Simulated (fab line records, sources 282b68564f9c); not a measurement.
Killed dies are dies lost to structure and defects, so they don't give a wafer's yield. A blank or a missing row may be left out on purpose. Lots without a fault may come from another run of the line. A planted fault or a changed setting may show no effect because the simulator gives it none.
Problem report in the 8D (eight disciplines) form, filled by code | flow rit_cmos | the parts of the form that need people (team, actions taken, sign-off) are left out

1. THE PROBLEM
FOX1_OXIDE_THK at RIT_FOX1_THK_MEAS_01 reads a mean of 392 nm on 9 wafers of 3 lots; wafers without a fault read 352 nm with a standard deviation of 6.2. That is +6.4 standard deviations from the usual mean.
First seen on wafer L339.1, day 4 02:26, on film_metro-04. The record holds 45 wafers of 15 lots with a number at this step. Rule for "out", or "out of limits": more than 4 standard deviations from the usual mean. The other wafers with a number count as sound.

2. WHAT IT IS AND WHAT IT IS NOT
question                    | is                           | is not
which readings at this step | FOX1_OXIDE_THK               | -
which lots                  | L339, L340, L341             | L330, L331, L332, L333, L334, L335, L336, L342, L344, L348, L349, L350
which wafers of those lots  | all that have a number       | -
read on which gauges        | film_metro-02, film_metro-04 | film_metro-03
when                        | from day 4 02:26             | up to then (21 sound wafers); but 15 sound wafers of L342, L344, L348, L349, L350 came after

3. SUSPECTS, AND WHAT RULES EACH OUT
Counting: a tool at a process step up to the reading stays a suspect if it ran every lot that is out and no sound lot after the first of them.
- the gauge at RIT_FOX1_THK_MEAS_01: ruled out. The wafers that are out were read on 2 gauges (film_metro-02, film_metro-04).
- furnace-03 at RIT_FOX1_OXIDATION_00 (target thk 350.7 nm, ox time 1130 s): kept. It ran every lot that is out, first L339 (day 4 01:07), and no sound lot after that; its last sound lot up to then is L334 (day 2 21:42). Its own readings are out on those wafers: spike_tc_centre_C, spike_tc_load_C, spike_tc_source_C, tube_center_temp_C, tube_center_temp_C_max.
Left after counting: furnace-03 at RIT_FOX1_OXIDATION_00.

4. THE CAUSE (what the simulator had put in)
Process parameter drift: furnace-03, from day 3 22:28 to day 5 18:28, at RIT_FOX1_OXIDATION_00. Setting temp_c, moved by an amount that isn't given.
Counting left only this tool.

5. THE CHAIN OF EFFECTS, in route order
Each row: a reading whose mean over the struck wafers that have a number lies more than 3 standard deviations from the usual. Only readings for which the record gives a usual standard deviation are gone through. hours: the time from each lot's start at the first step in this table that gives one to its start at this step, as a median over the lots. sigmas: the change in usual standard deviations.
hours | step                  | reading                | usual    | on struck wafers | change | sigmas
0     | RIT_FOX1_OXIDATION_00 | spike_tc_centre_C      | 1102.8 C | 1126.9           | +24.1  | +22
0     | RIT_FOX1_OXIDATION_00 | spike_tc_load_C        | 1127.1 C | 1153.5           | +26.4  | +11
0     | RIT_FOX1_OXIDATION_00 | spike_tc_source_C      | 1124.2 C | 1149.4           | +25.2  | +23
0     | RIT_FOX1_OXIDATION_00 | tube_center_temp_C     | 1100 C   | 1125             | +25    | +99 or more
0     | RIT_FOX1_OXIDATION_00 | tube_center_temp_C_max | 1102.7   | 1127.5           | +24.8  | +59
1     | RIT_FOX1_THK_MEAS_01  | FOX1_OXIDE_THK         | 352 nm   | 392              | +40    | +6.4
The process steps in it:
- RIT_FOX1_OXIDATION_00: target thk 350.7 nm, ox time 1130 s.
Later measuring or inspecting steps at which every struck wafer that the step has a row for has a number for every such reading, and none has moved that far: RIT_WELLDRIVE_RS_MEAS_01.

6. WHAT WOULD HAVE CAUGHT IT SOONER
In this record the first reading out of limits at a measuring or inspecting step was taken at day 4 02:26, 4 hours after the fault began at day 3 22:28.
The tool's own readings at RIT_FOX1_OXIDATION_00 were out on every struck wafer that the step has a row for (spike_tc_centre_C, spike_tc_load_C, spike_tc_source_C, tube_center_temp_C, tube_center_temp_C_max): an alarm limit on them would have fired on the first of those.
Of the lots that are out (3), L340, L341 began RIT_FOX1_OXIDATION_00 on furnace-03 after day 4 02:26. A hold on the tool at that time would have spared those 2.
